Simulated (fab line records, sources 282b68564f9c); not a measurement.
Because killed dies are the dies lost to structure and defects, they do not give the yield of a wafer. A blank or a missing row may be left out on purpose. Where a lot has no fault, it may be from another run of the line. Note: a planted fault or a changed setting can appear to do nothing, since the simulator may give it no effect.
Check for tools in common ; flow ritCmos ; 14 lots and 42 wafers in the sample

WHY IT WAS OPENED
Of 14 lots, 2 have the reading NWELL_RS flagged at RIT_WELLDRIVE_RS_MEAS_01. No-fault wafers: 275.3 ohm/sq, standard deviation 0.85.
Rule: flag the lot when none of its wafers has a number, or when each of its wafers that has one lies beyond 4 standard deviations from that mean. All remaining lots are regarded as sound.

lot;measured;on;NWELL_RS (ohm/sq), wafer by wafer;flag
L275;day 2 05:40;filmMetro-04;275.7 276.3 276.2;
L276;day 2 09:49;filmMetro-02;276.6 276.2 277.2;
L277;day 2 13:55;filmMetro-02;274.3 275.8 275.2;
L279;day 3 01:01;filmMetro-02;274.6 274.6 275.1;
L280;day 3 06:06;filmMetro-02;275.3 275.8 275.9;
L281;day 3 12:30;filmMetro-02;275.4 275.6 275.9;
L282;day 3 16:44;filmMetro-01;275.9 275.3 276.3;
L283;day 3 20:16;filmMetro-01;274.3 274.1 274.5;
L284;day 4 01:21;filmMetro-04;275.8 274.3 275.6;
L288;day 4 22:08;filmMetro-02;275.2 275.1 275.5;
L290;day 5 06:31;filmMetro-04;268.1 268.1 268.1;FLAGGED
L294;day 6 02:33;filmMetro-01;267.0 267.0 266.9;FLAGGED
L297;day 6 19:01;filmMetro-01;275.8 275.5 274.2;
L298;day 7 01:33;filmMetro-02;276.1 276.3 276.4;
Average over the flagged lots: 267.5 ohm/sq; offset from the usual -7.8 ohm/sq, equal to -9 standard deviations.

WHICH TOOL RAN EACH LOT
The record keeps 1 process step preceding the reading, out of 202 steps on the route. Every cell lists first the tool, next ch and the chambers used by the sampled wafers, and last the start.
lot;flag;RIT_NWELL_IMPLANT_08
L275;;implanter-04 ch 0, day 1 22:24
L276;;implanter-04 ch 0, day 2 02:48
L277;;implanter-03 ch 0, day 2 06:47
L279;;implanter-02 ch 0, day 2 17:47
L280;;implanter-02 ch 0, day 2 22:28
L281;;implanter-02 ch 0, day 3 05:20
L282;;implanter-02 ch 0, day 3 09:27
L283;;implanter-03 ch 0, day 3 13:01
L284;;implanter-03 ch 0, day 3 17:29
L288;;implanter-04 ch 0, day 4 15:04
L290;FLAGGED;implanter-04 ch 0, day 4 23:25
L294;FLAGGED;implanter-04 ch 0, day 5 19:32
L297;;implanter-03 ch 0, day 6 11:41
L298;;implanter-03 ch 0, day 6 18:16
These steps, and what they do:
- RIT_NWELL_IMPLANT_08
- RIT_WELLDRIVE_RS_MEAS_01: measures by four-point-probe.

FLAGGED OVER TOTAL, TOOL BY TOOL (the gauges that took the reading come last)
step;tool;lots run;flagged;share of the flagged lots;sound lots run after its first flagged lot
RIT_NWELL_IMPLANT_08;implanter-02;4;0;none;-
RIT_NWELL_IMPLANT_08;implanter-03;5;0;none;-
RIT_NWELL_IMPLANT_08;implanter-04;5;2;all;0
RIT_WELLDRIVE_RS_MEAS_01;filmMetro-01;4;1;some;1 (L297)
RIT_WELLDRIVE_RS_MEAS_01;filmMetro-02;7;0;none;-
RIT_WELLDRIVE_RS_MEAS_01;filmMetro-04;3;1;some;0

WHAT THE TABLE PERMITS
All flagged lots share 1 row of the table, namely implanter-04 at RIT_NWELL_IMPLANT_08.
- implanter-04 at RIT_NWELL_IMPLANT_08: 2 of its 5 lots flagged. A fault beginning between L288 (day 4 15:04), its last sound lot, and L290 (day 4 23:25), its first flagged one, fits the data. Its own readings lie more than 4 standard deviations out on every wafer of the flagged lots: doseIonsCm2.
Left over: one tool, implanter-04 at RIT_NWELL_IMPLANT_08.

WHAT HAD BEEN PUT IN BY THE SIMULATOR
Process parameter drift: implanter-04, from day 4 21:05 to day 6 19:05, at RIT_NWELL_IMPLANT_08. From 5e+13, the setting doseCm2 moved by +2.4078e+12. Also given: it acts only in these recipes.
Lots struck among those shown: L290, L294. The rule above reached the same finding.
